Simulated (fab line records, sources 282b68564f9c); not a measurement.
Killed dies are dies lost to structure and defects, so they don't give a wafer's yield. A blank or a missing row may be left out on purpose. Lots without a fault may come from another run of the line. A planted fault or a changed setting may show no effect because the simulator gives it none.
Tool commonality check | flow rit_cmos | 13 lots, 39 wafers sampled

WHY IT WAS OPENED
At RIT_CONTACT_CD_MEAS_08 the reading cd_nm is flagged on 1 of 13 lots. Wafers without a fault read 999.5 nm, standard deviation 2.
Rule: a lot is flagged when every wafer of it that has a number lies more than 4 standard deviations from that mean, or none has a number. The other lots count as sound.

lot  | measured    | on        | cd_nm (nm), wafer by wafer | flag
L403 | day 3 03:28 | cd_sem-01 | 998.7 998.6 998.4          |
L404 | day 3 07:56 | cd_sem-02 | 997.8 997.9 999.0          |
L405 | day 3 14:46 | cd_sem-01 | 1002.4 1002.0 1002.9       |
L407 | day 4 02:01 | cd_sem-01 | 998.1 997.9 998.6          |
L409 | day 4 10:48 | cd_sem-01 | 996.0 997.5 994.7          |
L411 | day 5 05:34 | cd_sem-02 | 1148.2 1149.6 1148.7       | FLAGGED
L412 | day 5 07:59 | cd_sem-02 | 1000.3 1000.8 999.7        |
L420 | day 6 18:09 | cd_sem-01 | 998.3 997.9 1000.7         |
L421 | day 6 22:48 | cd_sem-02 | 998.2 997.7 1000.1         |
L422 | day 7 02:47 | cd_sem-02 | 998.3 998.2 1001.1         |
L423 | day 7 07:43 | cd_sem-01 | 1000.1 998.9 1002.3        |
L424 | day 7 12:04 | cd_sem-01 | 1002.3 998.7 999.9         |
L425 | day 7 19:31 | cd_sem-01 | 1000.6 1001.3 1000.5       |
The numbers of the flagged lots are 1148.8 nm on average: +149.3 nm against the usual, or +75 standard deviations.

WHICH TOOL RAN EACH LOT
The record holds 1 process step before the reading, out of a route of 202 steps. In each cell: the tool, then ch and the chambers that the sampled wafers went through, then the start.
lot  | flag    | RIT_CONTACT_EXPOSE_05
L403 |         | iline_stepper-01 ch 0, day 3 02:57
L404 |         | iline_stepper-01 ch 0, day 3 07:26
L405 |         | iline_stepper-01 ch 0, day 3 14:14
L407 |         | iline_stepper-01 ch 0, day 4 01:30
L409 |         | iline_stepper-02 ch 0, day 4 10:17
L411 | FLAGGED | iline_stepper-01 ch 0, day 5 05:02
L412 |         | iline_stepper-01 ch 0, day 5 07:28
L420 |         | iline_stepper-02 ch 0, day 6 17:38
L421 |         | iline_stepper-02 ch 0, day 6 22:17
L422 |         | iline_stepper-02 ch 0, day 7 02:16
L423 |         | iline_stepper-01 ch 0, day 7 07:12
L424 |         | iline_stepper-01 ch 0, day 7 11:33
L425 |         | iline_stepper-01 ch 0, day 7 18:59
What these steps do:
- RIT_CONTACT_EXPOSE_05: exposes mask M11, target cd 1000 nm.
- RIT_CONTACT_CD_MEAS_08: target cd 1000 nm.

FLAGGED OVER TOTAL, TOOL BY TOOL (the gauges that took the reading come last)
step                   | tool             | lots run | flagged | share of the flagged lots | sound lots run after its first flagged lot
RIT_CONTACT_EXPOSE_05  | iline_stepper-01 | 9        | 1       | all                       | 4 (L412,L423,L424,L425)
RIT_CONTACT_EXPOSE_05  | iline_stepper-02 | 4        | 0       | none                      | -
RIT_CONTACT_CD_MEAS_08 | cd_sem-01        | 8        | 0       | none                      | -
RIT_CONTACT_CD_MEAS_08 | cd_sem-02        | 5        | 1       | all                       | 3 (L412,L421,L422)

WHAT THE TABLE ALLOWS
2 rows of the table ran every flagged lot: iline_stepper-01 at RIT_CONTACT_EXPOSE_05, cd_sem-02 at RIT_CONTACT_CD_MEAS_08.
- iline_stepper-01 at RIT_CONTACT_EXPOSE_05: 1 of its 9 lots flagged. Sound lots ran on it after the first flagged one (L412, L423, L424, L425), which a lasting fault on the whole tool wouldn't allow.
- cd_sem-02 at RIT_CONTACT_CD_MEAS_08: 1 of its 5 lots flagged. Sound lots ran on it after the first flagged one (L412, L421, L422), which a lasting fault on the whole tool wouldn't allow.
No row of the table ran every flagged lot and no sound lot after the first.

WHAT THE SIMULATOR HAD PUT IN
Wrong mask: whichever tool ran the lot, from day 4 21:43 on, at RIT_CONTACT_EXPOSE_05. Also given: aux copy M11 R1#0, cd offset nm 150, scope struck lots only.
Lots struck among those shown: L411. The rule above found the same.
